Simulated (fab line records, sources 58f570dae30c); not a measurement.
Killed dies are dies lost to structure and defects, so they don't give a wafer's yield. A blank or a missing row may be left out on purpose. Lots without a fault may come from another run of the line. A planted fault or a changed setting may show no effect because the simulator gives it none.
Split-lot experiment | flow berkeley_cmos170 | 5 lots, 23 wafers read, on a route of 331 steps

THE SPLIT
At UCB170_START_OXIDATION_02 (target thk 20 nm, ox time 1800 s), the setting temp_c was moved away from the recipe's 950 C on 20 of the 23 wafers read, by +1.0% to +1.9%. The other wafers ran this setting at the recipe's value.

The file shows no step between the split and the reading.

THE READING
START_OXIDE_THK, in nm, at UCB170_START_THK_MEAS_03. Fault-free wafers of this fab line usually give 20.2 nm, standard deviation 0.34 nm.

wafer  | tool, chamber at the split | temp_c as run, C | against the recipe | START_OXIDE_THK, nm | against lot-mates on the recipe
L075.1 | -, -                       | 968.3            | +1.9%              | 24.6                | no lot-mate on the recipe
L075.2 | -, -                       | 968.3            | +1.9%              | 24.6                | no lot-mate on the recipe
L075.4 | -, -                       | 968.3            | +1.9%              | 24.4                | no lot-mate on the recipe
L075.5 | -, -                       | 968.3            | +1.9%              | 24.5                | no lot-mate on the recipe
L075.6 | -, -                       | 968.3            | +1.9%              | 24.6                | no lot-mate on the recipe
L080.1 | -, -                       | 962.6            | +1.3%              | 22.7                | no lot-mate on the recipe
L080.2 | -, -                       | 962.6            | +1.3%              | 23.1                | no lot-mate on the recipe
L080.4 | -, -                       | 962.6            | +1.3%              | 22.9                | no lot-mate on the recipe
L080.5 | -, -                       | 962.6            | +1.3%              | 23.0                | no lot-mate on the recipe
L080.6 | -, -                       | 962.6            | +1.3%              | 22.9                | no lot-mate on the recipe
L081.1 | -, -                       | 959.9            | +1.0%              | 22.4                | no lot-mate on the recipe
L081.2 | -, -                       | 959.9            | +1.0%              | 22.5                | no lot-mate on the recipe
L081.3 | -, -                       | 959.9            | +1.0%              | 22.1                | no lot-mate on the recipe
L081.4 | -, -                       | 959.9            | +1.0%              | 22.3                | no lot-mate on the recipe
L081.5 | -, -                       | 959.9            | +1.0%              | 22.4                | no lot-mate on the recipe
L083.3 | furnace-04, 0              | 950              | recipe             | 20.1                | -
L083.4 | furnace-04, 0              | 950              | recipe             | 19.7                | -
L083.5 | furnace-04, 0              | 950              | recipe             | 20.0                | -
L085.1 | -, -                       | 963.3            | +1.4%              | 23.2                | no lot-mate on the recipe
L085.3 | -, -                       | 963.3            | +1.4%              | 22.7                | no lot-mate on the recipe
L085.4 | -, -                       | 963.3            | +1.4%              | 23.0                | no lot-mate on the recipe
L085.5 | -, -                       | 963.3            | +1.4%              | 23.1                | no lot-mate on the recipe
L085.6 | -, -                       | 963.3            | +1.4%              | 23.2                | no lot-mate on the recipe

THE FIT
A straight line over all 23 wafers: START_OXIDE_THK changes by +2.37 nm for each +1% of temp_c; r = +0.99; the points scatter about the line by 0.18 nm.
Too few moved wafers have a lot-mate on the recipe to fit a line with each lot's own level taken away.

THE WHOLE CHAIN: every reading that the file lists as answering this split, in the file's order
step                      | what it does                     | reading                                                                            | change (the file's fit)              | r (the file's)
UCB170_START_OXIDATION_02 | target thk 20 nm, ox time 1800 s | SiO2_of_START_OXIDATION_02.thk_nm (the simulator's own value, which no gauge read) | +2.37 nm for each +1% of the setting | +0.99
UCB170_START_THK_MEAS_03  |                                  | START_OXIDE_THK                                                                    | +2.36 for each +1% of the setting    | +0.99

THE FILE'S OWN FIT
START_OXIDE_THK changes by +2.36 nm for each +1% of temp_c, r = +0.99.
